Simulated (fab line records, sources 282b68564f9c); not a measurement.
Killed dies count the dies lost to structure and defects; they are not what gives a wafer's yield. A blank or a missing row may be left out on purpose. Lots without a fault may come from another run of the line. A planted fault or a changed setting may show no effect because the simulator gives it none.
A lot that was struck, set against a sound lot ; flow rit_cmos ; 17 steps out of a route of 202
Sound: these wafers, L352.3, L352.4, L352.5. The struck wafers were L368.1, L368.4, L368.6. The cause comes at the end.
For every step that has rows: the tool of each side, followed by ch and its chambers, followed by its first start. Under that, the readings that differ: sound wafers ; struck wafers ; difference of the means ; sigmas: that difference in standard deviations of wafers without a fault.
alike: same words and numbers on both sides, and readings whose means sit less than 2 such deviations apart. not compared: any withheld reading, any reading some wafer has no value for, any bound like >300 that may hide the same value, and any number with overlapping values for which the record gives no deviation.
The two part at a step that has a row with sigmas, a row that says differs or no value, or rows on one side only. Non-overlapping numbers with no deviation appear without sigmas and do not part them. A reading missing from all wafers of one side parts the sides only when that side holds two or more wafers.

first, 1 step without rows for these wafers: RIT_PRETRO_DEVELOP_05 (develop time 68 s).
RIT_PRETRO_OVL_MEAS_06:
  sound on overlay-02 at day 3 05:49; struck on overlay-02 at day 6 16:09
  alike: PRETRO_OVL
then, 2 steps without rows for these wafers: RIT_PRETRO_HARDBAKE_07 (time 120 s); RIT_PRETRO_IMPLANT_08.
RIT_PRETRO_STRIP_09: strips in O2, time 180 s.
  sound on plasma_asher-04 ch 0,1, day 3 06:17; struck on plasma_asher-04 ch 0,1, day 6 16:35
  alike: drypump_motor_current_A
  not compared: rf_hours_counter_h
RIT_PRETRO_TW_MEAS_10:
  sound on film_metro-03 at day 3 06:26; struck on film_metro-01 at day 6 16:46
  alike: PRETRO_TW
then, 5 steps without rows for these wafers: RIT_GATE_WET_ETCH_00 (etches SiO2 in BOE, target depth 56 nm, time 60 s); RIT_GATE_CLEAN_01 (cleans in SC1, time 600 s); RIT_GATE_CLEAN_02 (cleans in dHF, time 30 s); RIT_GATE_CLEAN_03 (cleans in SC2, time 600 s); RIT_GATE_CLEAN_04 (cleans in dHF, time 60 s).
RIT_FOX2_THK_MEAS_91:
  sound on film_metro-02 at day 3 06:55; struck on film_metro-02 at day 6 17:15
  alike: FIELD_OXIDE_LEFT_2_THK
RIT_GATE_OXIDATION_05: target thk 3 nm, ox time 270 s.
  sound on furnace-04 ch 0, day 3 09:00; struck on furnace-04 ch 0, day 6 17:34
reading;sound;struck;difference;sigmas
model.SiO2_of_GATE_OXIDATION_05.thk_nm (nm);3.003 3.041 3.01;3.278 3.329 3.249;+0.267;
then, 1 step without rows for these wafers: RIT_GATE_ANNEAL_06 (time 600 s).
RIT_GATE_THK_MEAS_07:
  sound on film_metro-04 at day 3 12:06; struck on film_metro-04 at day 6 18:53
reading;sound;struck;difference;sigmas
GATE_OXIDE_THK (nm);3.01 3.03 3.04;3.25 3.35 3.25;+0.26;+4
then, 1 step without rows for these wafers: RIT_GATE_CVD_08 (deposits poly-Si from SiH4, target thk 250 nm, time 2220 s).
RIT_M1_PROBE_99:
  sound on prober-02 at day 4 12:37; struck on prober-02 at day 7 19:50
reading;sound;struck;difference;sigmas
model.etest.pmos_0p3.r_on_ohm_um;6229 6436 6344;7041 7031 6879;+647;
model.etest.pmos_turned.r_on_ohm_um;3513 3569 3498;3809 3842 3844;+305;
model.etest.pmos_0p15.r_on_ohm_um;2802 2860 2829;3068 3113 3079;+256;
model.etest.nmos_0p3.r_on_ohm_um;2148 2173 2185;2285 2314 2254;+116;
model.etest.nmos_0p15.drive_ua_um;456.9 455.8 461.2;443.3 437.4 441.6;-17.2;
model.etest.nmos_narrow.drive_ua_um;225.6 222.6 227.3;202.6 200.4 205.3;-22.4;
model.etest.nmos_0p3.drive_ua_um;226.7 223.2 228.4;202.6 201.6 207.2;-22.3;
  alike: killed_at_front_end, killed_dies, killed_open, killed_short
  not compared: model.etest.nmos_0p15.r_on_ohm_um

== WHERE THEY PART ==
Within this record, at RIT_GATE_THK_MEAS_07 only. Later steps at which nothing parts them and some readings are alike: RIT_M1_PROBE_99.

WHY: what had been put in by the simulator
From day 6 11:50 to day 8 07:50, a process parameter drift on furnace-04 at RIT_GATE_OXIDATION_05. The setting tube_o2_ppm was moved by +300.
